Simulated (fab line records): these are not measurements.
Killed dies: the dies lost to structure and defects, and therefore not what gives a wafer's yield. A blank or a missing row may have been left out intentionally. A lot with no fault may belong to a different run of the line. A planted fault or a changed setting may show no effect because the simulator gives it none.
Which of the tools did it? || flow berkeley_cmos170 || Sampling: 14 lots, 42 wafers, 4 of 331 route steps

== WHAT EACH GAUGE READ, for each wafer ==
UCB170_SDANNEAL_RS_MEAS_02: measures by four-point-probe. Usual: for PSD_RS the level is 75.5 ohm/sq and the standard deviation is 0.3.
{"lot": "L170", "measured": "day 7 08:54", "on": "film_metro-04", "PSD_RS (ohm/sq)": "75.3 75.0 75.5", "flag": ""}
{"lot": "L172", "measured": "day 8 12:27", "on": "film_metro-03", "PSD_RS (ohm/sq)": "75.3 75.5 75.4", "flag": ""}
{"lot": "L175", "measured": "day 8 12:42", "on": "film_metro-04", "PSD_RS (ohm/sq)": "75.3 75.2 75.5", "flag": ""}
{"lot": "L174", "measured": "day 8 13:00", "on": "film_metro-03", "PSD_RS (ohm/sq)": "75.9 75.8 75.9", "flag": ""}
{"lot": "L176", "measured": "day 9 09:10", "on": "film_metro-03", "PSD_RS (ohm/sq)": "75.5 75.3 75.6", "flag": ""}
{"lot": "L177", "measured": "day 9 09:37", "on": "film_metro-02", "PSD_RS (ohm/sq)": "75.6 75.1 75.1", "flag": ""}
{"lot": "L178", "measured": "day 9 16:05", "on": "film_metro-03", "PSD_RS (ohm/sq)": "76.0 75.9 75.5", "flag": ""}
{"lot": "L179", "measured": "day 9 17:05", "on": "film_metro-03", "PSD_RS (ohm/sq)": "75.8 76.0 75.9", "flag": ""}
{"lot": "L181", "measured": "day 10 14:38", "on": "film_metro-04", "PSD_RS (ohm/sq)": "74.9 75.2 75.5", "flag": ""}
{"lot": "L192", "measured": "day 12 00:25", "on": "film_metro-02", "PSD_RS (ohm/sq)": "75.7 75.6 75.9", "flag": ""}
{"lot": "L189", "measured": "day 12 01:10", "on": "film_metro-02", "PSD_RS (ohm/sq)": "75.7 75.4 75.7", "flag": ""}
{"lot": "L191", "measured": "day 12 01:19", "on": "film_metro-03", "PSD_RS (ohm/sq)": "75.4 75.3 75.9", "flag": ""}
{"lot": "L190", "measured": "day 12 01:25", "on": "film_metro-04", "PSD_RS (ohm/sq)": "75.7 75.7 75.3", "flag": ""}
{"lot": "L193", "measured": "day 12 22:35", "on": "film_metro-04", "PSD_RS (ohm/sq)": "75.7 75.6 75.7", "flag": ""}

UCB170_SILICIDE_THK_MEAS_03: measures by xrf. Usual: for SILICIDE_TI_THK the level is 30.4 nm and the standard deviation is 0.49.
{"lot": "L170", "measured": "day 7 09:35", "on": "film_metro-03", "SILICIDE_TI_THK (nm)": "31.0 31.0 31.3", "flag": ""}
{"lot": "L172", "measured": "day 8 13:08", "on": "film_metro-01", "SILICIDE_TI_THK (nm)": "30.3 30.2 29.9", "flag": ""}
{"lot": "L175", "measured": "day 8 13:24", "on": "film_metro-04", "SILICIDE_TI_THK (nm)": "30.1 30.8 30.8", "flag": ""}
{"lot": "L174", "measured": "day 8 13:42", "on": "film_metro-04", "SILICIDE_TI_THK (nm)": "29.9 30.6 30.2", "flag": ""}
{"lot": "L176", "measured": "day 9 09:52", "on": "film_metro-01", "SILICIDE_TI_THK (nm)": "30.4 30.1 30.7", "flag": ""}
{"lot": "L177", "measured": "day 9 10:21", "on": "film_metro-04", "SILICIDE_TI_THK (nm)": "30.3 29.6 29.8", "flag": ""}
{"lot": "L178", "measured": "day 9 16:46", "on": "film_metro-01", "SILICIDE_TI_THK (nm)": "30.2 30.7 30.5", "flag": ""}
{"lot": "L179", "measured": "day 9 17:47", "on": "film_metro-04", "SILICIDE_TI_THK (nm)": "30.0 30.9 30.3", "flag": ""}
{"lot": "L181", "measured": "day 10 15:19", "on": "film_metro-01", "SILICIDE_TI_THK (nm)": "29.6 29.8 29.1", "flag": ""}
{"lot": "L192", "measured": "day 12 01:06", "on": "film_metro-04", "SILICIDE_TI_THK (nm)": "30.4 31.0 30.4", "flag": ""}
{"lot": "L189", "measured": "day 12 01:53", "on": "film_metro-03", "SILICIDE_TI_THK (nm)": "30.2 30.3 30.9", "flag": ""}
{"lot": "L191", "measured": "day 12 01:59", "on": "film_metro-01", "SILICIDE_TI_THK (nm)": "29.9 30.3 29.6", "flag": ""}
{"lot": "L190", "measured": "day 12 02:09", "on": "film_metro-01", "SILICIDE_TI_THK (nm)": "29.1 29.4 29.6", "flag": ""}
{"lot": "L193", "measured": "day 12 23:16", "on": "film_metro-01", "SILICIDE_TI_THK (nm)": "30.4 30.7 30.3", "flag": ""}

UCB170_M3_OVL_MEAS_16. Usual: for M3_OVL the level is -2 nm and the standard deviation is 5.2.
{"lot": "L170", "measured": "day 8 08:48", "on": "overlay-02", "M3_OVL (nm)": "2 -5 -4", "flag": ""}
{"lot": "L172", "measured": "day 9 07:55", "on": "overlay-02", "M3_OVL (nm)": "-4 -8 -4", "flag": ""}
{"lot": "L175", "measured": "day 9 11:51", "on": "overlay-02", "M3_OVL (nm)": "-2 -2 -4", "flag": ""}
{"lot": "L174", "measured": "day 9 13:34", "on": "overlay-02", "M3_OVL (nm)": "-6 -16 -9", "flag": ""}
{"lot": "L176", "measured": "day 10 08:27", "on": "overlay-01", "M3_OVL (nm)": "1 1 2", "flag": ""}
{"lot": "L177", "measured": "day 10 09:11", "on": "overlay-02", "M3_OVL (nm)": "-8 -5 -10", "flag": ""}
{"lot": "L178", "measured": "day 10 19:21", "on": "overlay-02", "M3_OVL (nm)": "0 -9 -7", "flag": ""}
{"lot": "L179", "measured": "day 10 19:25", "on": "overlay-01", "M3_OVL (nm)": "7 6 10", "flag": ""}
{"lot": "L181", "measured": "day 11 12:10", "on": "overlay-02", "M3_OVL (nm)": "-10 -2 -9", "flag": ""}
{"lot": "L192", "measured": "day 12 21:26", "on": "overlay-02", "M3_OVL (nm)": "0 -2 1", "flag": ""}
{"lot": "L189", "measured": "day 13 00:26", "on": "overlay-02", "M3_OVL (nm)": "-2 -1 -2", "flag": ""}
{"lot": "L191", "measured": "day 13 02:58", "on": "overlay-02", "M3_OVL (nm)": "-7 -6 -7", "flag": ""}
{"lot": "L190", "measured": "day 13 03:50", "on": "overlay-01", "M3_OVL (nm)": "-5 0 -1", "flag": ""}
{"lot": "L193", "measured": "day 13 19:58", "on": "overlay-01", "M3_OVL (nm)": "-5 -3 -3", "flag": ""}

== EACH LOT AND THE TOOL THAT RAN IT (in order: tool; ch and the chambers of the sampled wafers; start) ==
{"lot": "L170", "UCB170_V1_CMP_02": "cmp-01 ch 2,3, day 7 20:13"}
{"lot": "L172", "UCB170_V1_CMP_02": "cmp-02 ch 0,1,3, day 8 21:11"}
{"lot": "L175", "UCB170_V1_CMP_02": "cmp-02 ch 0,1,3, day 8 23:35"}
{"lot": "L174", "UCB170_V1_CMP_02": "cmp-01 ch 2,3, day 9 00:49"}
{"lot": "L176", "UCB170_V1_CMP_02": "cmp-02 ch 0,3, day 9 19:23"}
{"lot": "L177", "UCB170_V1_CMP_02": "cmp-01 ch 0,1,3, day 9 20:43"}
{"lot": "L178", "UCB170_V1_CMP_02": "cmp-02 ch 1,2,3, day 10 03:39"}
{"lot": "L179", "UCB170_V1_CMP_02": "cmp-02 ch 2,3, day 10 04:56"}
{"lot": "L181", "UCB170_V1_CMP_02": "cmp-01 ch 0,1,2, day 11 01:31"}
{"lot": "L192", "UCB170_V1_CMP_02": "cmp-02 ch 1,2,3, day 12 10:28"}
{"lot": "L189", "UCB170_V1_CMP_02": "cmp-01 ch 1,3, day 12 11:47"}
{"lot": "L191", "UCB170_V1_CMP_02": "cmp-02 ch 0,1, day 12 13:04"}
{"lot": "L190", "UCB170_V1_CMP_02": "cmp-01 ch 2,3, day 12 13:12"}
{"lot": "L193", "UCB170_V1_CMP_02": "cmp-02 ch 0,1,3, day 13 08:17"}
- UCB170_V1_CMP_02: polishes SiO2.

== WHAT THE TOOLS THEMSELVES READ (means of the sampled wafers that have a number; where no wafer has one, the mark that the record gives instead) ==
UCB170_V1_CMP_02. Usual: motor_current_A 16.3 A, standard deviation 1.6; slurry_filter_dp_kPa 13.49 kPa, standard deviation 0.15.
{"lot": "L170", "tool": "cmp-01", "motor_current_A (A)": 18.8, "slurry_filter_dp_kPa (kPa)": 13.46, "flag": ""}
{"lot": "L172", "tool": "cmp-02", "motor_current_A (A)": 15.0, "slurry_filter_dp_kPa (kPa)": 13.32, "flag": ""}
{"lot": "L175", "tool": "cmp-02", "motor_current_A (A)": 15.6, "slurry_filter_dp_kPa (kPa)": 13.32, "flag": ""}
{"lot": "L174", "tool": "cmp-01", "motor_current_A (A)": 17.8, "slurry_filter_dp_kPa (kPa)": 13.53, "flag": ""}
{"lot": "L176", "tool": "cmp-02", "motor_current_A (A)": 15.8, "slurry_filter_dp_kPa (kPa)": 13.45, "flag": ""}
{"lot": "L177", "tool": "cmp-01", "motor_current_A (A)": 16.9, "slurry_filter_dp_kPa (kPa)": 13.54, "flag": ""}
{"lot": "L178", "tool": "cmp-02", "motor_current_A (A)": 16.6, "slurry_filter_dp_kPa (kPa)": 13.54, "flag": ""}
{"lot": "L179", "tool": "cmp-02", "motor_current_A (A)": 16.3, "slurry_filter_dp_kPa (kPa)": 13.58, "flag": ""}
{"lot": "L181", "tool": "cmp-01", "motor_current_A (A)": 15.8, "slurry_filter_dp_kPa (kPa)": 13.48, "flag": ""}
{"lot": "L192", "tool": "cmp-02", "motor_current_A (A)": 16.2, "slurry_filter_dp_kPa (kPa)": 13.47, "flag": ""}
{"lot": "L189", "tool": "cmp-01", "motor_current_A (A)": 17.1, "slurry_filter_dp_kPa (kPa)": 13.44, "flag": ""}
{"lot": "L191", "tool": "cmp-02", "motor_current_A (A)": 16.4, "slurry_filter_dp_kPa (kPa)": 13.43, "flag": ""}
{"lot": "L190", "tool": "cmp-01", "motor_current_A (A)": 17.4, "slurry_filter_dp_kPa (kPa)": 13.38, "flag": ""}
{"lot": "L193", "tool": "cmp-02", "motor_current_A (A)": 15.6, "slurry_filter_dp_kPa (kPa)": 13.39, "flag": ""}

== THE ANSWER, worked out from the rows above alone ==
Rule: a lot is off if the mean of its wafers that have a number lies more than 3 standard deviations from the usual mean. A lot without any number at a reading at which 4 lots or more have one is off too. Where the step has rows for the other lots, those lots are counted as sound. After the gauges, taken in route order, come the tools' own readings; for these a lot's mean is taken, as printed above. The first step at which some lot is off is used, and at that step the reading that is off furthest; a lot without a number counts as furthest.
Across all readings shown, no lot is off: no conclusion can be drawn from this.

== WHAT WAS PUT IN BY THE SIMULATOR ==
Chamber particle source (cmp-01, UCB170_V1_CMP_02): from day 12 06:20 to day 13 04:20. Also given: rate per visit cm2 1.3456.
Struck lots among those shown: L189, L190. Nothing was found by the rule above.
